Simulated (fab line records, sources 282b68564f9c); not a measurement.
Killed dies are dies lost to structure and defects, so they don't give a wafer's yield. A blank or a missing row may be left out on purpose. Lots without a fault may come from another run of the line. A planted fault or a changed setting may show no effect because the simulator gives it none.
Split-lot experiment | flow rit_cmos | 5 lots, 23 wafers read, on a route of 202 steps

THE SPLIT
At RIT_FOX1_OXIDATION_00 (target thk 350.7 nm, ox time 1130 s), the setting temp_c was moved away from the recipe's 1100 C on 15 of the 23 wafers read, by -1.7% to +2.6%. The other wafers ran this setting at the recipe's value.

The file shows no step between the split and the reading.

THE READING
FOX1_OXIDE_THK, in nm, at RIT_FOX1_THK_MEAS_01. Fault-free wafers of this fab line usually give 349 nm, standard deviation 7.2 nm.

wafer  | tool, chamber at the split | temp_c as run, C | against the recipe | FOX1_OXIDE_THK, nm | against lot-mates on the recipe
L074.1 | -, -                       | 1091             | -0.8%              | 336                | no lot-mate on the recipe
L074.2 | -, -                       | 1091             | -0.8%              | 333                | no lot-mate on the recipe
L074.4 | -, -                       | 1091             | -0.8%              | 327                | no lot-mate on the recipe
L074.5 | -, -                       | 1091             | -0.8%              | 333                | no lot-mate on the recipe
L074.6 | -, -                       | 1091             | -0.8%              | 331                | no lot-mate on the recipe
L076.1 | furnace-01, 0              | 1100             | recipe             | 342                | -
L076.2 | furnace-01, 0              | 1100             | recipe             | 349                | -
L076.5 | furnace-01, 0              | 1100             | recipe             | 340                | -
L078.1 | -, -                       | 1129             | +2.6%              | 397                | no lot-mate on the recipe
L078.2 | -, -                       | 1129             | +2.6%              | 393                | no lot-mate on the recipe
L078.4 | -, -                       | 1129             | +2.6%              | 394                | no lot-mate on the recipe
L078.5 | -, -                       | 1129             | +2.6%              | 396                | no lot-mate on the recipe
L078.6 | -, -                       | 1129             | +2.6%              | 383                | no lot-mate on the recipe
L083.1 | -, -                       | 1081             | -1.7%              | 326                | no lot-mate on the recipe
L083.2 | -, -                       | 1081             | -1.7%              | 324                | no lot-mate on the recipe
L083.3 | -, -                       | 1081             | -1.7%              | 323                | no lot-mate on the recipe
L083.4 | -, -                       | 1081             | -1.7%              | 322                | no lot-mate on the recipe
L083.6 | -, -                       | 1081             | -1.7%              | 325                | no lot-mate on the recipe
L084.1 | -, -                       | 1100             | recipe             | 368                | -
L084.2 | -, -                       | 1100             | recipe             | 361                | -
L084.3 | -, -                       | 1100             | recipe             | 363                | -
L084.4 | -, -                       | 1100             | recipe             | 366                | -
L084.5 | -, -                       | 1100             | recipe             | 363                | -

THE FIT
A straight line over all 23 wafers: FOX1_OXIDE_THK changes by +16.2 nm for each +1% of temp_c; r = +0.95; the points scatter about the line by 8.3 nm.
Too few moved wafers have a lot-mate on the recipe to fit a line with each lot's own level taken away.

THE WHOLE CHAIN: every reading that the file lists as answering this split, in the file's order
step                  | what it does                        | reading                                                                           | change (the file's fit)              | r (the file's)
RIT_FOX1_OXIDATION_00 | target thk 350.7 nm, ox time 1130 s | SiO2_of_FOX1_OXIDATION_00.thk_nm (the simulator's own value, which no gauge read) | +16.2 nm for each +1% of the setting | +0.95
RIT_FOX1_THK_MEAS_01  |                                     | FOX1_OXIDE_THK                                                                    | +16.2 for each +1% of the setting    | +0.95

THE FILE'S OWN FIT
FOX1_OXIDE_THK changes by +16.2 nm for each +1% of temp_c, r = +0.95.
